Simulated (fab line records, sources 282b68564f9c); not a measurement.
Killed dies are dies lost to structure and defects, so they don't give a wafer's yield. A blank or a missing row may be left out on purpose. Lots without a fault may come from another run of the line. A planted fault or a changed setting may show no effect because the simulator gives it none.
fab line records | flow rit_cmos
record lots=5 wafers=15 last_day=6
route steps=202 shown NRETRO@58 PRETRO@64 GATE@75 FOX2@80 REOX@98
lots that met no fault: from a run of the same line without faults
start_h: hours from the record's first day to the start of the lot's first wafer shown | wait_h: hours since the lot's step before | " the same as in the row above | L1.1+2: a row that stands for several wafers | - no value, or no start given | * or withheld: withheld | < > ~ a bound
route shown NAME@n: a module of which the file shows steps, and the number in the route of the first | usual: mean/standard deviation of fault-free wafers | same: alike in all rows | chamber/n: place in a boat | sites: the reading at each site | _std_site: their standard deviation | _edge_site: outer sites' mean less inner sites' | radius_mm: how far each site lies from the wafer's centre | mask NAME#n: copy n | behind: the tool/chamber that last shaped the wafer | hold: why the lot was held/for how many hours/how that ended | device: the transistor (n, p or np) that didn't switch | end of line: the same wafers' tests at the end of the route | a step without rows: its recipe alone | killed: dies lost to structure and defects at the first sort, not the wafer's yield | map: a wafer's dies, x killed, . not, _ none there
set.NAME: the setting as run; set.NAME@STEP: as run at that earlier step | model.NAME: the simulator's own value behind a step, which no gauge read
lots at some steps of the route; a table a step, a row a wafer
services: from which hour (start_h, from the record's first day; less than 0 if before it) a tool's chamber was out of use, for how many hours, and why
## steps
# step RIT_NRETRO_DEVELOP_05
# recipe resist=NOVOLAK develop_time_s=68 dev_temp_c=23
# same develop_time_s=68
# columns lot.wafer tool chamber start_h wait_h
L076.1+2+4 litho_track-01 0 - -
L081.3+5+6 litho_track-01 0 - -
L082.3+4+6 litho_track-01 0 - -
L084.1+3+4 litho_track-04 0 - -
L089.1+2+4 litho_track-04 0 - -
# step RIT_NRETRO_OVL_MEAS_06
# usual NRETRO_OVL=-0.3/1.3
# columns lot.wafer tool chamber start_h wait_h NRETRO_OVL[nm]
L076.1 overlay-01 - 38.81 - 0.4
L076.2 " - " " 0.3
L076.4 " - " " -0.7
L081.3 overlay-02 - 64.68 - 0.3
L081.5 " - " " -0.3
L081.6 " - " " -1.7
L082.3 overlay-01 - 68.84 - -0.2
L082.4 " - " " -1.4
L082.6 " - " " -1.5
L084.1 overlay-02 - 79.39 - 2.3
L084.3 " - " " -1.5
L084.4 " - " " -0.1
L089.1 overlay-02 - 105.83 - -2.5
L089.2 " - " " -1.1
L089.4 " - " " -2.5
# step RIT_NRETRO_HARDBAKE_07
# recipe resist=NOVOLAK temp_c=140 time_s=120
# columns lot.wafer tool chamber start_h wait_h
L076.1+2+4 litho_track-04 0 38.85 0.0
L081.3+5+6 litho_track-02 0 64.78 0.1
L082.3+4+6 litho_track-04 0 68.95 0.1
L084.1+3+4 litho_track-02 0 79.43 0.0
L089.1+2+4 litho_track-02 0 105.86 0.0
# step RIT_NRETRO_IMPLANT_08
# recipe species=P energy_kev=70 dose_cm2=1e+13 tilt_deg=7
# columns lot.wafer tool chamber start_h wait_h
L076.1+2+4 implanter-03 0 39.10 0.2
L081.3+5+6 implanter-04 0 65.00 0.2
L082.3+4+6 implanter-03 0 69.17 0.2
L084.1+3+4 implanter-03 0 79.68 0.2
L089.1+2+4 implanter-03 0 106.11 0.2
# step RIT_NRETRO_STRIP_09
# recipe chemistry=O2 time_s=180 resist=NOVOLAK platen_temp_c=withheld power_w=500 pressure_mtorr=4000 o2_flow_sccm=4000
# usual drypump_motor_current_A=5.4/0.49 rf_refl_power_W=7.0/1.5
# columns lot.wafer tool chamber start_h wait_h drypump_motor_current_A rf_hours_counter_h rf_refl_power_W
L076.1 plasma_asher-04 0 39.25 0.1 6.0 25 5.0
L076.2 " 1 " " 5.4 25 5.3
L076.4 " 1 " " 5.4 - 5.3
L081.3 plasma_asher-01 1 65.16 0.1 5.8 - 8.3
L081.5 " 0 " " 4.8 - 6.1
L081.6 " 1 " " 5.7 - 8.3
L082.3 plasma_asher-01 1 69.32 0.1 5.8 - 8.5
L082.4 " 0 " " 4.8 - 5.9
L082.6 " 1 " " 5.8 - 8.4
L084.1 plasma_asher-01 0 79.83 0.1 4.9 45 6.0
L084.3 " 1 " " 5.8 - 8.2
L084.4 " 0 " " 4.9 - 5.9
L089.1 plasma_asher-01 1 106.26 0.1 5.7 48 8.4
L089.2 " 0 " " 4.8 48 6.3
L089.4 " 1 " " 5.7 - 8.4
# step RIT_NRETRO_TW_MEAS_10
# usual NRETRO_TW=1052/6.7
# columns lot.wafer tool chamber start_h wait_h NRETRO_TW
L076.1 film_metro-03 - 39.42 0.1 1040
L076.2 " - " " 1047
L076.4 " - " " 1045
L081.3 film_metro-02 - 65.30 0.1 1060
L081.5 " - " " 1056
L081.6 " - " " 1058
L082.3 film_metro-02 - 69.46 0.1 1049
L082.4 " - " " 1057
L082.6 " - " " 1049
L084.1 film_metro-03 - 80.01 0.1 1050
L084.3 " - " " 1051
L084.4 " - " " 1050
L089.1 film_metro-01 - 106.44 0.1 1057
L089.2 " - " " 1061
L089.4 " - " " 1059
# step RIT_PRETRO_HMDS_00
# recipe prime_time_s=60 prime_temp_c=140
# usual prime_temp_c=140.00/0.13
# same prime_time_s=60
# columns lot.wafer tool chamber start_h wait_h prime_temp_c
L076.1 litho_track-03 0 39.48 0.1 139.88
L076.2 " 0 " " 140.01
L076.4 " 0 " " 139.89
L081.3 litho_track-03 0 65.39 0.1 139.94
L081.5 " 0 " " 139.85
L081.6 " 0 " " 139.96
L082.3 litho_track-03 0 69.55 0.1 139.85
L082.4 " 0 " " 139.93
L082.6 " 0 " " 140.17
L084.1 litho_track-03 0 80.07 0.1 139.76
L084.3 " 0 " " 139.93
L084.4 " 0 " " 140.14
L089.1 litho_track-04 0 106.50 0.1 140.06
L089.2 " 0 " " 139.92
L089.4 " 0 " " 139.89
# step RIT_PRETRO_COAT_01
# recipe resist=NOVOLAK spin_rpm=2000 resist_thk_nm=1300
# columns lot.wafer tool chamber start_h wait_h
L076.1+2+4 litho_track-03 0 39.63 0.1
L081.3+5+6 litho_track-03 0 65.54 0.1
L082.3+4+6 litho_track-03 0 69.70 0.1
L084.1+3+4 litho_track-03 0 80.22 0.1
L089.1+2+4 litho_track-04 0 106.65 0.1
# step RIT_PRETRO_SOFTBAKE_02
# recipe resist=NOVOLAK temp_c=90 time_s=60
# columns lot.wafer tool chamber start_h wait_h
L076.1+2+4 litho_track-03 0 39.78 0.1
L081.3+5+6 litho_track-03 0 65.69 0.1
L082.3+4+6 litho_track-03 0 69.85 0.1
L084.1+3+4 litho_track-03 0 80.37 0.1
L089.1+2+4 litho_track-04 0 106.80 0.1
# step RIT_PRETRO_EXPOSE_03
# recipe mask_id=M5 na=0.57 target_cd_nm=43700 dose_mj=250
# columns lot.wafer tool chamber start_h wait_h mask
L076.1+2+4 iline_stepper-01 0 39.93 0.1 M5#0
L081.3+5+6 iline_stepper-01 0 65.82 0.1 M5#0
L082.3+4+6 iline_stepper-02 0 70.11 0.2 M5#0
L084.1+3+4 iline_stepper-01 0 80.52 0.1 M5#0
L089.1+2+4 iline_stepper-01 0 107.07 0.2 M5#0
# step RIT_PRETRO_PEB_04
# recipe resist=NOVOLAK temp_c=withheld time_s=withheld
# columns lot.wafer tool chamber start_h wait_h
L076.1+2+4 litho_track-04 0 40.05 0.1
L081.3+5+6 litho_track-02 0 65.95 0.1
L082.3+4+6 litho_track-03 0 70.24 0.1
L084.1+3+4 litho_track-02 0 80.63 0.1
L089.1+2+4 litho_track-04 0 107.19 0.1
# step RIT_PRETRO_DEVELOP_05
# recipe resist=NOVOLAK develop_time_s=68 dev_temp_c=23
# same develop_time_s=68
# columns lot.wafer tool chamber start_h wait_h
L076.1+2+4 litho_track-04 0 - -
L081.3+5+6 litho_track-02 0 - -
L082.3+4+6 litho_track-03 0 - -
L084.1+3+4 litho_track-02 0 - -
L089.1+2+4 litho_track-04 0 - -
# step RIT_PRETRO_OVL_MEAS_06
# usual PRETRO_OVL=0.5/1.4
# columns lot.wafer tool chamber start_h wait_h PRETRO_OVL[nm]
L076.1 overlay-02 - 40.36 - -0.2
L076.2 " - " " 0.0
L076.4 " - " " -1.4
L081.3 overlay-02 - 66.23 - 1.5
L081.5 " - " " 0.4
L081.6 " - " " 0.9
L082.3 overlay-02 - 70.52 - 1.2
L082.4 " - " " 1.2
L082.6 " - " " 0.0
L084.1 overlay-02 - 80.95 - -0.8
L084.3 " - " " 1.7
L084.4 " - " " 1.1
L089.1 overlay-02 - 107.50 - -0.3
L089.2 " - " " 0.0
L089.4 " - " " -0.8
# step RIT_PRETRO_HARDBAKE_07
# recipe resist=NOVOLAK temp_c=140 time_s=120
# columns lot.wafer tool chamber start_h wait_h
L076.1+2+4 litho_track-03 0 40.40 0.0
L081.3+5+6 litho_track-04 0 66.33 0.1
L082.3+4+6 litho_track-02 0 70.62 0.1
L084.1+3+4 litho_track-04 0 80.98 0.0
L089.1+2+4 litho_track-04 0 107.54 0.0
# step RIT_PRETRO_IMPLANT_08
# recipe species=B energy_kev=45 dose_cm2=1.21e+13 tilt_deg=7
# columns lot.wafer tool chamber start_h wait_h
L076.1+2+4 implanter-01 0 40.65 0.2
L081.3+5+6 implanter-01 0 66.55 0.2
L082.3+4+6 implanter-02 0 70.84 0.2
L084.1+3+4 implanter-01 0 81.23 0.2
L089.1+2+4 implanter-01 0 107.79 0.2
# step RIT_PRETRO_STRIP_09
# recipe chemistry=O2 time_s=180 resist=NOVOLAK platen_temp_c=withheld power_w=500 pressure_mtorr=4000 o2_flow_sccm=4000
# usual drypump_motor_current_A=5.6/0.46 rf_refl_power_W=5.7/1.1
# columns lot.wafer tool chamber start_h wait_h drypump_motor_current_A rf_hours_counter_h rf_refl_power_W
L076.1 plasma_asher-02 0 40.80 0.1 5.2 40 5.2
L076.2 " 1 " " 6.2 40 5.2
L076.4 " 0 " " 5.2 - 5.3
L081.3 plasma_asher-04 1 66.71 0.1 5.4 - 5.4
L081.5 " 0 " " 6.0 - 4.7
L081.6 " 1 " " 5.4 - 5.2
L082.3 plasma_asher-02 0 71.00 0.1 5.2 - 5.2
L082.4 " 1 " " 6.2 - 5.1
L082.6 " 0 " " 5.2 - 5.4
L084.1 plasma_asher-04 1 81.38 0.1 5.4 30 5.1
L084.3 " 0 " " 6.0 - 5.1
L084.4 " 1 " " 5.4 - 5.3
L089.1 plasma_asher-01 1 107.94 0.1 5.7 48 8.3
L089.2 " 0 " " 4.8 48 5.8
L089.4 " 1 " " 5.7 - 8.2
# step RIT_PRETRO_TW_MEAS_10
# usual PRETRO_TW=475/4.2
# columns lot.wafer tool chamber start_h wait_h PRETRO_TW
L076.1 film_metro-01 - 40.97 0.1 479
L076.2 " - " " 480
L076.4 " - " " 481
L081.3 film_metro-01 - 66.85 0.1 479
L081.5 " - " " 479
L081.6 " - " " 480
L082.3 film_metro-01 - 71.14 0.1 478
L082.4 " - " " 480
L082.6 " - " " 480
L084.1 film_metro-04 - 81.56 0.1 470
L084.3 " - " " 468
L084.4 " - " " 468
L089.1 film_metro-01 - 108.12 0.1 480
L089.2 " - " " 480
L089.4 " - " " 483
# step RIT_GATE_WET_ETCH_00
# recipe chemistry=BOE target=SiO2 target_depth_nm=56 time_s=60 dry=n2_spin dilution=10:1 temp_c=21.5
# columns lot.wafer tool chamber start_h wait_h
L076.1+2+4 wet_bench-02 1 41.03 0.1
L081.3+5+6 wet_bench-03 2 66.89 0.0
L082.3+4+6 wet_bench-01 1 71.18 0.0
L084.1+3+4 wet_bench-01 3 81.62 0.1
L089.1+2+4 wet_bench-01 2 108.18 0.1
# step RIT_GATE_CLEAN_01
# recipe chemistry=SC1 mix=3:3:50 time_s=600 temp_c=75
# usual bath_guard_temp_C=74.8/0.47
# columns lot.wafer tool chamber start_h wait_h bath_guard_temp_C
L076.1 wet_bench-01 2 41.06 0.0 74.8
L076.2 " 2 " " 75.0
L076.4 " 2 " " 74.7
L081.3 wet_bench-02 2 66.92 0.0 75.0
L081.5 " 2 " " 74.7
L081.6 " 2 " " 75.1
L082.3 wet_bench-03 3 71.20 0.0 74.8
L082.4 " 3 " " 74.1
L082.6 " 3 " " 74.3
L084.1 wet_bench-02 3 81.64 0.0 74.6
L084.3 " 3 " " 74.9
L084.4 " 3 " " 74.8
L089.1 wet_bench-03 2 108.20 0.0 74.5
L089.2 " 2 " " 74.2
L089.4 " 2 " " 74.0
# step RIT_GATE_CLEAN_02
# recipe chemistry=dHF dilution=50:1 time_s=30
# columns lot.wafer tool chamber start_h wait_h
L076.1+2+4 wet_bench-02 3 41.25 0.0
L081.3+5+6 wet_bench-01 0 67.09 0.0
L082.3+4+6 wet_bench-02 0 71.38 0.0
L084.1+3+4 wet_bench-03 2 81.82 0.0
L089.1+2+4 wet_bench-02 2 108.58 0.0
# step RIT_GATE_CLEAN_03
# recipe chemistry=SC2 mix=3:3:50 time_s=600 temp_c=75 dry=n2_spin
# usual bath_guard_temp_C=74.8/0.49
# columns lot.wafer tool chamber start_h wait_h bath_guard_temp_C
L076.1 wet_bench-03 0 41.27 0.0 75.1
L076.2 " 0 " " 74.7
L076.4 " 0 " " 75.0
L081.3 wet_bench-03 3 67.11 0.0 74.4
L081.5 " 3 " " 74.2
L081.6 " 3 " " 74.2
L082.3 wet_bench-01 0 71.39 0.0 75.8
L082.4 " 0 " " 75.7
L082.6 " 0 " " 75.3
L084.1 wet_bench-01 0 81.84 0.0 75.8
L084.3 " 0 " " 75.6
L084.4 " 0 " " 75.3
L089.1 wet_bench-01 3 108.60 0.0 75.1
L089.2 " 3 " " 75.0
L089.4 " 3 " " 74.8
# step RIT_GATE_CLEAN_04
# recipe chemistry=dHF dilution=50:1 time_s=60 dry=n2_spin
# columns lot.wafer tool chamber start_h wait_h
L076.1+2+4 wet_bench-01 1 41.44 0.0
L081.3+5+6 wet_bench-02 0 67.32 0.0
L082.3+4+6 wet_bench-03 3 71.57 0.0
L084.1+3+4 wet_bench-02 2 82.03 0.0
L089.1+2+4 wet_bench-03 2 108.77 0.0
# step RIT_FOX2_THK_MEAS_91
# recipe reads=SiO2_of_FOX2_OXIDATION_00
# usual FIELD_OXIDE_LEFT_2_THK=257/6.7
# columns lot.wafer tool chamber start_h wait_h FIELD_OXIDE_LEFT_2_THK[nm]
L076.1 film_metro-04 - 41.47 0.0 257
L076.2 " - " " 264
L076.4 " - " " 263
L081.3 film_metro-04 - 67.36 0.0 251
L081.5 " - " " 248
L081.6 " - " " 256
L082.3 film_metro-02 - 71.61 0.0 259
L082.4 " - " " 265
L082.6 " - " " 264
L084.1 film_metro-03 - 82.05 0.0 263
L084.3 " - " " 261
L084.4 " - " " 262
L089.1 film_metro-04 - 108.83 0.0 262
L089.2 " - " " 258
L089.4 " - " " 262
# step RIT_GATE_OXIDATION_05
# recipe temp_c=900 ambient=O2 target_thk_a=30 ox_time_s=270
# columns lot.wafer tool chamber start_h wait_h
L076.1+2+4 furnace-02 0 41.53 0.1
L081.3+5+6 furnace-04 0 67.40 0.0
L082.3+4+6 furnace-04 0 71.65 0.0
L084.1+3+4 furnace-04 0 82.11 0.1
L089.1+2+4 furnace-04 0 108.89 0.1
# step RIT_GATE_ANNEAL_06
# recipe temp_c=900 time_s=600 ambient=N2O
# columns lot.wafer tool chamber start_h wait_h
L076.1+2+4 furnace-04 0 42.87 0.3
L081.3+5+6 furnace-03 0 70.45 2.0
L082.3+4+6 furnace-03 0 72.73 0.0
L084.1+3+4 furnace-03 0 84.08 0.9
L089.1+2+4 furnace-03 0 109.96 0.0
# step RIT_GATE_THK_MEAS_07
# recipe reads=SiO2_of_GATE_OXIDATION_05
# usual GATE_OXIDE_THK=3.02/0.069
# columns lot.wafer tool chamber start_h wait_h GATE_OXIDE_THK[nm]
L076.1 film_metro-03 - 43.12 0.0 2.97
L076.2 " - " " 3.01
L076.4 " - " " 2.98
L081.3 film_metro-04 - 70.72 0.0 3.03
L081.5 " - " " 3.02
L081.6 " - " " 3.01
L082.3 film_metro-03 - 73.00 0.0 3.02
L082.4 " - " " 3.01
L082.6 " - " " 3.02
L084.1 film_metro-03 - 84.33 0.0 3.01
L084.3 " - " " 2.97
L084.4 " - " " 2.97
L089.1 film_metro-04 - 110.21 0.0 3.11
L089.2 " - " " 3.07
L089.4 " - " " 2.96
# step RIT_GATE_CVD_08
# recipe material=poly-Si target_thk_nm=250 temp_c=610 precursor=SiH4 time_s=2220 pressure_mtorr=300 sih4_flow_sccm=100
# columns lot.wafer tool chamber start_h wait_h
L076.1+2+4 lpcvd-02 0 43.18 0.1
L081.3+5+6 lpcvd-02 0 70.76 0.0
L082.3+4+6 lpcvd-01 0 73.04 0.0
L084.1+3+4 lpcvd-02 1 84.39 0.1
L089.1+2+4 lpcvd-02 0 110.27 0.1
# step RIT_GATE_THK_MEAS_09
# recipe reads=poly-Si_of_GATE_CVD_08
# usual GATE_POLY_THK=248.8/2.8
# columns lot.wafer tool chamber start_h wait_h GATE_POLY_THK[nm]
L076.1 film_metro-03 - 44.80 0.0 241.5
L076.2 " - " " 242.2
L076.4 " - " " 242.0
L081.3 film_metro-04 - 72.39 0.0 245.7
L081.5 " - " " 246.0
L081.6 " - " " 247.7
L082.3 film_metro-04 - 74.68 0.0 249.5
L082.4 " - " " 247.5
L082.6 " - " " 249.0
L084.1 film_metro-04 - 86.01 0.0 248.3
L084.3 " - " " 250.6
L084.4 " - " " 251.6
L089.1 film_metro-02 - 111.89 0.0 249.6
L089.2 " - " " 249.2
L089.4 " - " " 248.8
# step RIT_GATE_HMDS_10
# recipe prime_time_s=60 prime_temp_c=140
# usual prime_temp_c=139.97/0.15
# same prime_time_s=60
# columns lot.wafer tool chamber start_h wait_h prime_temp_c
L076.1 litho_track-01 0 44.86 0.1 140.08
L076.2 " 0 " " 139.99
L076.4 " 0 " " 140.13
L081.3 litho_track-01 0 72.48 0.1 140.01
L081.5 " 0 " " 139.74
L081.6 " 0 " " 139.68
L082.3 litho_track-03 0 74.77 0.1 139.89
L082.4 " 0 " " 140.13
L082.6 " 0 " " 139.69
L084.1 litho_track-04 0 86.09 0.1 140.03
L084.3 " 0 " " 140.24
L084.4 " 0 " " 140.40
L089.1 litho_track-03 0 112.02 0.1 140.03
L089.2 " 0 " " 140.02
L089.4 " 0 " " 139.99
# step RIT_GATE_COAT_11
# recipe resist=NOVOLAK spin_rpm=4250 resist_thk_nm=850
# columns lot.wafer tool chamber start_h wait_h
L076.1+2+4 litho_track-01 0 45.01 0.1
L081.3+5+6 litho_track-01 0 72.63 0.1
L082.3+4+6 litho_track-03 0 74.92 0.1
L084.1+3+4 litho_track-04 0 86.24 0.1
L089.1+2+4 litho_track-03 0 112.17 0.1
# step RIT_GATE_SOFTBAKE_12
# recipe resist=NOVOLAK temp_c=90 time_s=60
# columns lot.wafer tool chamber start_h wait_h
L076.1+2+4 litho_track-01 0 45.16 0.1
L081.3+5+6 litho_track-01 0 72.78 0.1
L082.3+4+6 litho_track-03 0 75.07 0.1
L084.1+3+4 litho_track-04 0 86.39 0.1
L089.1+2+4 litho_track-03 0 112.32 0.1
# step RIT_GATE_EXPOSE_13
# recipe mask_id=M6 na=0.6 source_shape=conventional sigma_outer=0.6 target_cd_nm=150 dose_mj=380
# columns lot.wafer tool chamber start_h wait_h mask
L076.1+2+4 iline_stepper-02 0 45.44 0.2 M6#0
L081.3+5+6 iline_stepper-02 0 72.92 0.1 M6#0
L082.3+4+6 iline_stepper-02 0 75.21 0.1 M6#0
L084.1+3+4 iline_stepper-02 0 86.54 0.1 M6#0
L089.1+2+4 iline_stepper-01 0 112.60 0.2 M6#0
# step RIT_GATE_PEB_14
# recipe resist=NOVOLAK temp_c=withheld time_s=withheld
# columns lot.wafer tool chamber start_h wait_h
L076.1+2+4 litho_track-03 0 45.55 0.1
L081.3+5+6 litho_track-03 0 73.05 0.1
L082.3+4+6 litho_track-03 0 75.33 0.1
L084.1+3+4 litho_track-01 0 86.66 0.1
L089.1+2+4 litho_track-01 0 112.71 0.1
# step RIT_GATE_DEVELOP_15
# recipe resist=NOVOLAK develop_time_s=47.86 dev_temp_c=23
# same develop_time_s=47.86
# columns lot.wafer tool chamber start_h wait_h
L076.1+2+4 litho_track-03 0 - -
L081.3+5+6 litho_track-03 0 - -
L082.3+4+6 litho_track-03 0 - -
L084.1+3+4 litho_track-01 0 - -
L089.1+2+4 litho_track-01 0 - -
# step RIT_GATE_CD_MEAS_16
# recipe target_cd_nm=150
# usual cd_nm=149.6/2.5
# columns lot.wafer tool chamber start_h wait_h cd_nm
L076.1 cd_sem-01 - 45.84 - 148.3
L076.2 " - " " 150.7
L076.4 " - " " 151.9
L081.3 cd_sem-01 - 73.32 - 149.7
L081.5 " - " " 148.8
L081.6 " - " " 151.0
L082.3 cd_sem-01 - 75.61 - 145.8
L082.4 " - " " 148.4
L082.6 " - " " 143.7
L084.1 cd_sem-02 - 86.94 - 148.0
L084.3 " - " " 148.2
L084.4 " - " " 149.2
L089.1 cd_sem-01 - 113.00 - 150.4
L089.2 " - " " 149.8
L089.4 " - " " 151.5
# step RIT_GATE_OVL_MEAS_17
# usual GATE_OVL=-1.2/1.4
# columns lot.wafer tool chamber start_h wait_h GATE_OVL[nm]
L076.1 overlay-01 - 45.96 0.1 1.5
L076.2 " - " " 0.3
L076.4 " - " " 0.8
L081.3 overlay-02 - 73.42 0.1 -0.5
L081.5 " - " " -2.3
L081.6 " - " " -2.6
L082.3 overlay-01 - 75.70 0.1 0.1
L082.4 " - " " -0.9
L082.6 " - " " 1.0
L084.1 overlay-02 - 87.06 0.1 -1.7
L084.3 " - " " -0.3
L084.4 " - " " 0.2
L089.1 overlay-01 - 113.12 0.1 -0.9
L089.2 " - " " -1.1
L089.4 " - " " -0.2
# step RIT_GATE_HARDBAKE_18
# recipe resist=NOVOLAK temp_c=140 time_s=60
# columns lot.wafer tool chamber start_h wait_h
L076.1+2+4 litho_track-01 0 45.99 0.0
L081.3+5+6 litho_track-03 0 73.49 0.1
L082.3+4+6 litho_track-04 0 75.77 0.1
L084.1+3+4 litho_track-03 0 87.40 0.3
L089.1+2+4 litho_track-04 0 113.15 0.0
# step RIT_GATE_ETCH_19
# recipe chemistry=SF6/CHF3/O2 time_s=165 SF6_flow_sccm=30 CHF3_flow_sccm=30 O2_flow_sccm=5 target=poly-Si pressure_mtorr=40 rf_w=160 target_depth_a=3125 over_etch_frac=0.25 stop_on=SiO2
# usual O2_flow_sccm=5.000/0.016 drypump_motor_current_A=5.7/0.67 oes_product_au=0.842/0.011 throttle_valve_pct=10.22/0.17
# columns lot.wafer tool chamber start_h wait_h O2_flow_sccm drypump_motor_current_A oes_product_au rf_hours_counter_h throttle_valve_pct
L076.1 rie_si-01 0 46.14 0.1 4.974 6.3 0.837 2 10.44
L076.2 " 1 " " 4.981 5.5 0.827 143 10.21
L076.4 " 3 " " 5.001 6.0 0.823 1 10.22
L081.3 rie_si-02 2 73.59 0.1 4.991 4.8 0.824 92 10.10
L081.5 " 1 " " 4.978 4.8 0.827 - 10.55
L081.6 " 0 " " 4.985 6.0 0.844 - 10.03
L082.3 rie_si-01 1 75.87 0.1 4.995 5.5 0.832 143 10.20
L082.4 " 3 " " 5.008 6.0 0.842 1 10.21
L082.6 " 0 " " 4.994 6.3 0.849 - 10.44
L084.1 rie_si-01 0 87.55 0.1 5.012 6.3 0.854 3 10.45
L084.3 " 1 " " 5.005 5.5 0.840 143 10.20
L084.4 " 3 " " 5.000 5.9 0.860 - 10.24
L089.1 rie_si-02 2 113.30 0.1 5.032 4.7 0.835 93 10.09
L089.2 " 3 " " 5.013 6.8 0.847 84 10.20
L089.4 " 0 " " 5.019 6.1 0.839 24 10.00
# step RIT_GATE_STRIP_20
# recipe chemistry=O2 time_s=180 resist=NOVOLAK platen_temp_c=withheld power_w=500 pressure_mtorr=4000 o2_flow_sccm=4000
# usual drypump_motor_current_A=5.7/0.49 rf_refl_power_W=6.1/1.6
# columns lot.wafer tool chamber start_h wait_h drypump_motor_current_A rf_hours_counter_h rf_refl_power_W
L076.1 plasma_asher-02 0 46.25 0.1 5.2 41 5.2
L076.2 " 1 " " 6.2 41 5.2
L076.4 " 0 " " 5.2 - 5.3
L081.3 plasma_asher-02 1 73.76 0.1 6.2 - 5.3
L081.5 " 0 " " 5.2 - 5.1
L081.6 " 1 " " 6.2 - 5.2
L082.3 plasma_asher-02 1 76.04 0.1 6.2 - 5.2
L082.4 " 0 " " 5.2 - 5.2
L082.6 " 1 " " 6.2 - 5.3
L084.1 plasma_asher-03 1 87.65 0.1 6.1 41 7.2
L084.3 " 0 " " 5.0 - 9.2
L084.4 " 1 " " 6.1 - 6.9
L089.1 plasma_asher-03 1 113.41 0.1 6.1 44 6.8
L089.2 " 0 " " 5.0 44 9.3
L089.4 " 1 " " 6.1 - 7.0
# step RIT_GATE_CD_MEAS_90
# recipe target_cd_nm=150
# usual cd_nm=149.6/2.5
# columns lot.wafer tool chamber start_h wait_h cd_nm
L076.1 cd_sem-01 - 46.43 0.1 148.5
L076.2 " - " " 150.1
L076.4 " - " " 151.6
L081.3 cd_sem-01 - 73.91 0.1 149.6
L081.5 " - " " 148.7
L081.6 " - " " 150.4
L082.3 cd_sem-01 - 76.20 0.1 146.2
L082.4 " - " " 147.9
L082.6 " - " " 144.0
L084.1 cd_sem-01 - 87.83 0.1 148.4
L084.3 " - " " 148.0
L084.4 " - " " 149.0
L089.1 cd_sem-01 - 113.59 0.1 150.5
L089.2 " - " " 149.4
L089.4 " - " " 151.2
# step RIT_REOX_CLEAN_00
# recipe chemistry=SC1 mix=3:3:50 time_s=600 temp_c=75
# usual bath_guard_temp_C=74.9/0.31
# columns lot.wafer tool chamber start_h wait_h bath_guard_temp_C
L076.1 wet_bench-04 1 46.55 0.1 75.3
L076.2 " 1 " " 75.0
L076.4 " 1 " " 75.3
L081.3 wet_bench-01 3 73.99 0.1 75.0
L081.5 " 3 " " 75.1
L081.6 " 3 " " 74.8
L082.3 wet_bench-02 2 76.28 0.1 74.5
L082.4 " 2 " " 75.0
L082.6 " 2 " " 74.5
L084.1 wet_bench-04 0 87.95 0.1 75.0
L084.3 " 0 " " 75.2
L084.4 " 0 " " 75.0
L089.1 wet_bench-04 0 113.71 0.1 74.9
L089.2 " 0 " " 75.4
L089.4 " 0 " " 74.9
# step RIT_REOX_CLEAN_01
# recipe chemistry=dHF dilution=50:1 time_s=30
# columns lot.wafer tool chamber start_h wait_h
L076.1+2+4 wet_bench-02 0 46.72 0.0
L081.3+5+6 wet_bench-04 0 74.17 0.0
L082.3+4+6 wet_bench-01 3 76.47 0.0
L084.1+3+4 wet_bench-01 2 88.12 0.0
L089.1+2+4 wet_bench-02 1 113.88 0.0
# step RIT_REOX_CLEAN_02
# recipe chemistry=SC2 mix=3:3:50 time_s=600 temp_c=75 dry=n2_spin
# usual bath_guard_temp_C=74.9/0.41
# columns lot.wafer tool chamber start_h wait_h bath_guard_temp_C
L076.1 wet_bench-04 1 46.74 0.0 75.2
L076.2 " 1 " " 75.0
L076.4 " 1 " " 75.0
L081.3 wet_bench-02 0 74.18 0.0 75.3
L081.5 " 0 " " 75.1
L081.6 " 0 " " 75.3
L082.3 wet_bench-04 2 76.48 0.0 75.6
L082.4 " 2 " " 75.6
L082.6 " 2 " " 75.4
L084.1 wet_bench-02 3 88.14 0.0 75.0
L084.3 " 3 " " 74.9
L084.4 " 3 " " 74.6
L089.1 wet_bench-04 1 113.90 0.0 75.2
L089.2 " 1 " " 75.1
L089.4 " 1 " " 74.9
# step RIT_REOX_OXIDATION_03
# recipe temp_c=900 ambient=O2 target_thk_a=252 ox_time_s=5310
# columns lot.wafer tool chamber start_h wait_h
L076.1+2+4 furnace-02 0 47.05 0.1
L081.3+5+6 furnace-01 0 74.38 0.0
L082.3+4+6 furnace-01 0 76.93 0.3
L084.1+3+4 furnace-02 0 88.32 0.0
L089.1+2+4 furnace-01 0 114.07 0.0
# step RIT_REOX_THK_MEAS_04
# recipe reads=SiO2_of_REOX_OXIDATION_03
# usual REOX_OXIDE_THK=24.4/0.5
# columns lot.wafer tool chamber start_h wait_h REOX_OXIDE_THK[nm]
L076.1 film_metro-03 - 49.60 0.0 25.1
L076.2 " - " " 24.3
L076.4 " - " " 24.7
L081.3 film_metro-03 - 76.95 0.0 23.5
L081.5 " - " " 23.9
L081.6 " - " " 23.6
L082.3 film_metro-04 - 79.50 0.0 24.1
L082.4 " - " " 24.5
L082.6 " - " " 24.2
L084.1 film_metro-01 - 90.87 0.0 24.0
L084.3 " - " " 24.6
L084.4 " - " " 24.2
L089.1 film_metro-03 - 116.62 0.0 24.2
L089.2 " - " " 23.5
L089.4 " - " " 24.2
## services
# columns tool chamber start_h hours kind
implanter-02 - 17.22 24.4 pm
plasma_asher-03 - 32.97 16.7 repair
wet_bench-02 - 35.34 3.2 repair
iline_stepper-02 - 38.81 1.7 pm
plasma_asher-04 - 46.32 3.4 repair
furnace-03 - 54.61 3.2 pm
plasma_asher-03 - 62.75 3.1 repair
plasma_asher-03 - 66.82 15.6 pm
rie_si-01 0 67.39 0.9 repair
furnace-04 - 68.48 2.6 pm
iline_stepper-01 - 70.38 1.7 pm
rie_si-01 2 82.81 - clean
rie_si-01 2 82.81 15.3 scheduled_down
rie_si-01 2 82.81 15.3 vent_cycle
implanter-04 - 84.54 5.5 pm
wet_bench-02 - 90.71 2.7 repair
implanter-03 - 98.97 2.2 repair
rie_si-02 1 106.46 2.9 repair
plasma_asher-02 - 107.56 3.9 repair
plasma_asher-04 - 108.75 1.5 repair
plasma_asher-02 - 111.42 9.0 pm
plasma_asher-02 0 111.42 9.0 vent_cycle
plasma_asher-02 1 111.42 9.0 vent_cycle
## key
fault none
